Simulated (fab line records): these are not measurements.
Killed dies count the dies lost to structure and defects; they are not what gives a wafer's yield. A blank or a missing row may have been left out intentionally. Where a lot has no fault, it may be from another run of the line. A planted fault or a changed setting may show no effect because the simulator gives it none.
Which tool was responsible? | flow berkeley cmos170 | 14 lots with 42 wafers sampled at 3 steps, on a route of 331 steps

== WHAT EACH GAUGE READ, for each wafer ==
UCB170_M2_CD_MEAS_90 targets a cd of 700 nm. Usual: 699.5 nm for cd nm, sd 2.8.
lot  | measured     | on        | cd nm (nm)        | flag
L184 | day 8 06:08  | cd sem-01 | 700.8 697.3 696.2 |
L183 | day 8 18:17  | cd sem-02 | 697.9 702.9 701.4 |
L186 | day 8 20:41  | cd sem-01 | 694.0 697.4 696.2 |
L187 | day 9 19:41  | cd sem-02 | 695.2 699.2 695.9 |
L190 | day 10 08:54 | cd sem-02 | 700.1 699.8 700.4 |
L189 | day 10 10:19 | cd sem-02 | 692.1 697.8 694.1 |
L188 | day 10 13:25 | cd sem-02 | 701.1 701.2 702.2 |
L197 | day 12 01:43 | cd sem-01 | 683.1 682.7 684.9 | OFF
L199 | day 12 11:58 | cd sem-01 | 701.1 698.8 704.3 |
L198 | day 12 12:18 | cd sem-02 | 684.8 682.7 683.3 | OFF
L202 | day 12 23:58 | cd sem-02 | 697.6 697.2 700.8 |
L201 | day 13 03:41 | cd sem-02 | 695.3 701.3 699.0 |
L205 | day 13 08:12 | cd sem-02 | 703.7 701.1 700.9 |
L206 | day 13 22:42 | cd sem-01 | 701.0 701.9 704.0 |

== TOOL THAT RAN EACH LOT (tool first, then ch and the chambers of the sampled wafers, then the start) ==
lot  | UCB170_M2_METAL_ETCH_18           | UCB170_M2_STRIP_19
L184 | rie metal-02 ch 0,1, day 8 05:52  | plasma asher-03 ch 0,1, day 8 06:02
L183 | rie metal-01 ch 0,1, day 8 18:01  | plasma asher-03 ch 0,1, day 8 18:11
L186 | rie metal-03 ch 0,1, day 8 20:23  | plasma asher-01 ch 0,1, day 8 20:35
L187 | rie metal-01 ch 0,1, day 9 19:23  | plasma asher-03 ch 0,1, day 9 19:34
L190 | rie metal-01 ch 0,1, day 10 08:37 | plasma asher-04 ch 0,1, day 10 08:48
L189 | rie metal-03 ch 0,1, day 10 10:02 | plasma asher-03 ch 0,1, day 10 10:13
L188 | rie metal-02 ch 0,1, day 10 13:07 | plasma asher-03 ch 0,1, day 10 13:19
L197 | rie metal-01 ch 0,1, day 12 01:26 | plasma asher-04 ch 0,1, day 12 01:37
L199 | rie metal-02 ch 0,1, day 12 11:40 | plasma asher-03 ch 0,1, day 12 11:51
L198 | rie metal-01 ch 0,1, day 12 11:59 | plasma asher-04 ch 0,1, day 12 12:11
L202 | rie metal-03 ch 0,1, day 12 23:40 | plasma asher-04 ch 0,1, day 12 23:52
L201 | rie metal-03 ch 0,1, day 13 03:23 | plasma asher-03 ch 0,1, day 13 03:35
L205 | rie metal-02 ch 1, day 13 07:55   | plasma asher-03 ch 0, day 13 08:06
L206 | rie metal-02 ch 0,1, day 13 22:25 | plasma asher-01 ch 0, day 13 22:36
- UCB170_M2_METAL_ETCH_18: etches Al in Cl2/BCl3, stops on SiO2, target depth 1170 nm, time 195 s.
- UCB170_M2_STRIP_19: strips in O2.

== AS READ BY THE TOOLS THEMSELVES (means over the sampled wafers that have a number; for cases with no such wafer, the mark the record gives instead) ==
UCB170_M2_METAL_ETCH_18. Usual: bias w 120.0 W, standard deviation 0.32; drypump motor current A 5.7 A, standard deviation 0.43; oes product au 0.862 a.u., standard deviation 0.013; throttle valve pct 24.40 %, standard deviation 0.28.
lot  | tool         | bias w (W) | drypump motor current A (A) | oes product au (a.u.) | throttle valve pct (%) | flag
L184 | rie metal-02 | 120.0      | 5.3                         | 0.841                 | 24.48                  |
L183 | rie metal-01 | 120.0      | 6.1                         | 0.860                 | 24.53                  |
L186 | rie metal-03 | 120.2      | 5.9                         | 0.874                 | 24.31                  |
L187 | rie metal-01 | 119.9      | 6.1                         | 0.850                 | 24.52                  |
L190 | rie metal-01 | 119.7      | 6.1                         | 0.863                 | 24.52                  |
L189 | rie metal-03 | 120.2      | 5.9                         | 0.879                 | 24.29                  |
L188 | rie metal-02 | 120.0      | 5.3                         | 0.851                 | 24.47                  |
L197 | rie metal-01 | 119.8      | 6.1                         | 0.864                 | 24.52                  |
L199 | rie metal-02 | 120.1      | 5.4                         | 0.860                 | 24.20                  |
L198 | rie metal-01 | 120.2      | 6.1                         | 0.869                 | 24.53                  |
L202 | rie metal-03 | 120.1      | 6.1                         | 0.863                 | 24.23                  |
L201 | rie metal-03 | 120.1      | 6.1                         | 0.862                 | 24.23                  |
L205 | rie metal-02 | 120.0      | 5.6                         | 0.857                 | 23.94                  |
L206 | rie metal-02 | 119.8      | 5.4                         | 0.859                 | 24.20                  |

UCB170_M2_STRIP_19. Usual: drypump motor current A 5.5 A, standard deviation 0.55; oes product au 0.549 a.u., standard deviation 0.017.
lot  | tool            | drypump motor current A (A) | oes product au (a.u.) | flag
L184 | plasma asher-03 | 5.6                         | 0.548                 |
L183 | plasma asher-03 | 5.6                         | 0.540                 |
L186 | plasma asher-01 | 5.5                         | 0.570                 |
L187 | plasma asher-03 | 5.2                         | 0.541                 |
L190 | plasma asher-04 | 5.8                         | 0.548                 |
L189 | plasma asher-03 | 5.2                         | 0.577                 |
L188 | plasma asher-03 | 5.7                         | 0.557                 |
L197 | plasma asher-04 | 5.8                         | 0.307                 | OFF
L199 | plasma asher-03 | 5.2                         | 0.548                 |
L198 | plasma asher-04 | 5.8                         | 0.310                 | OFF
L202 | plasma asher-04 | 5.8                         | 0.554                 |
L201 | plasma asher-03 | 5.6                         | 0.560                 |
L205 | plasma asher-03 | 6.0                         | 0.545                 |
L206 | plasma asher-01 | 5.1                         | 0.548                 |

== THE ANSWER, worked out from the rows above alone ==
Rule: a lot counts as off when the mean over its wafers that have a number is more than 3 standard deviations away from the usual mean. A lot without any number at a reading at which 4 lots or more have one is off too. Any other lot the step has rows for is counted as sound. After the gauges, taken in route order, come the tools' own readings; for these a lot's mean is taken, as printed above. The first step at which some lot is off is used, and at that step the reading that is off furthest; a lot without a number counts as furthest.
Off at UCB170_M2_CD_MEAS_90 (cd nm): L197, L198.
If a tool, at a process step before that reading, ran all the lots that are off and no sound lot after the first of them, it fits. Not tried: the gauges at UCB170_M2_CD_MEAS_90; whatever is off there is also off at UCB170_M2_STRIP_19, on other tools, and gauge error can't account for it. One fits: rie metal-01 at UCB170_M2_METAL_ETCH_18. Its last sound lot is L190 (day 10 08:37), its first lot that is off L197 (day 12 01:26): a fault that began between those two fits.

== WHAT WAS PUT IN BY THE SIMULATOR ==
Process parameters drifting: rie metal-01 at UCB170_M2_METAL_ETCH_18, beginning at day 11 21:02. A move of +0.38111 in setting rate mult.
Struck lots among those shown: L197, L198. The rule above found the same.
